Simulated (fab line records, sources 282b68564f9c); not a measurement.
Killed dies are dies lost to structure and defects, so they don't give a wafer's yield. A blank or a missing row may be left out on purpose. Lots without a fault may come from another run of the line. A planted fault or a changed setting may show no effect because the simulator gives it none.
Tool commonality check | flow rit_cmos | 15 lots, 45 wafers sampled

WHY IT WAS OPENED
At RIT_NWELL_TW_MEAS_10 the reading NWELL_TW is flagged on 3 of 15 lots. Wafers without a fault read 2137, standard deviation 9.7.
Rule: a lot is flagged when every wafer of it that has a number lies more than 4 standard deviations from that mean, or none has a number. The other lots count as sound.

lot  | measured    | on            | NWELL_TW, wafer by wafer | flag
L460 | day 1 21:55 | film_metro-02 | 2145 2144 2140           |
L461 | day 2 03:03 | film_metro-01 | 2146 2144 2142           |
L462 | day 2 09:10 | film_metro-01 | 2143 2150 2145           |
L463 | day 2 14:38 | film_metro-03 | 2141 2130 2135           |
L464 | day 2 18:37 | film_metro-03 | 2131 2132 2136           |
L465 | day 3 00:00 | film_metro-03 | 2118 2112 2128           |
L466 | day 3 04:01 | film_metro-01 | 2145 2124 2136           |
L469 | day 3 18:35 | film_metro-01 | 2317 2325 2315           | FLAGGED
L471 | day 4 05:41 | film_metro-01 | 2135 2130 2153           |
L473 | day 4 15:26 | film_metro-02 | 2325 2351 2336           | FLAGGED
L475 | day 5 00:08 | film_metro-01 | 2310 2332 2326           | FLAGGED
L476 | day 5 07:04 | film_metro-03 | 2126 2121 2137           |
L477 | day 5 12:50 | film_metro-02 | 2144 2144 2141           |
L478 | day 5 17:32 | film_metro-01 | 2130 2128 2146           |
L479 | day 6 00:26 | film_metro-01 | 2137 2132 2133           |
The numbers of the flagged lots are 2326 on average: +189 against the usual, or +20 standard deviations.

WHICH TOOL RAN EACH LOT
The record holds 1 process step before the reading, out of a route of 202 steps. In each cell: the tool, then ch and the chambers that the sampled wafers went through, then the start.
lot  | flag    | RIT_NWELL_IMPLANT_08
L460 |         | implanter-01 ch 0, day 1 21:37
L461 |         | implanter-03 ch 0, day 2 02:44
L462 |         | implanter-03 ch 0, day 2 08:51
L463 |         | implanter-02 ch 0, day 2 14:20
L464 |         | implanter-02 ch 0, day 2 18:20
L465 |         | implanter-01 ch 0, day 2 23:40
L466 |         | implanter-03 ch 0, day 3 03:44
L469 | FLAGGED | implanter-02 ch 0, day 3 18:16
L471 |         | implanter-03 ch 0, day 4 05:22
L473 | FLAGGED | implanter-02 ch 0, day 4 15:07
L475 | FLAGGED | implanter-02 ch 0, day 4 23:49
L476 |         | implanter-03 ch 0, day 5 06:44
L477 |         | implanter-03 ch 0, day 5 12:31
L478 |         | implanter-03 ch 0, day 5 17:13
L479 |         | implanter-01 ch 0, day 6 00:08
What these steps do:
- RIT_NWELL_IMPLANT_08
- RIT_NWELL_TW_MEAS_10

FLAGGED OVER TOTAL, TOOL BY TOOL (the gauges that took the reading come last)
step                 | tool          | lots run | flagged | share of the flagged lots | sound lots run after its first flagged lot
RIT_NWELL_IMPLANT_08 | implanter-01  | 3        | 0       | none                      | -
RIT_NWELL_IMPLANT_08 | implanter-02  | 5        | 3       | all                       | 0
RIT_NWELL_IMPLANT_08 | implanter-03  | 7        | 0       | none                      | -
RIT_NWELL_TW_MEAS_10 | film_metro-01 | 8        | 2       | some                      | 3 (L471,L478,L479)
RIT_NWELL_TW_MEAS_10 | film_metro-02 | 3        | 1       | some                      | 1 (L477)
RIT_NWELL_TW_MEAS_10 | film_metro-03 | 4        | 0       | none                      | -

WHAT THE TABLE ALLOWS
1 row of the table ran every flagged lot: implanter-02 at RIT_NWELL_IMPLANT_08.
- implanter-02 at RIT_NWELL_IMPLANT_08: 3 of its 5 lots flagged. Its last sound lot is L464 (day 2 18:20), its first flagged lot L469 (day 3 18:16): a fault that began between those two fits. Its own readings lie more than 4 standard deviations out on every wafer of the flagged lots: dose_ions_cm2, faraday_current_uA.
One tool is left: implanter-02 at RIT_NWELL_IMPLANT_08.

WHAT THE SIMULATOR HAD PUT IN
Process parameter drift: implanter-02, from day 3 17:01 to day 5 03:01, at RIT_NWELL_IMPLANT_08. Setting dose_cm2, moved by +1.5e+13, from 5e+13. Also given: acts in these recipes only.
Lots struck among those shown: L469, L473, L475. The rule above found the same.
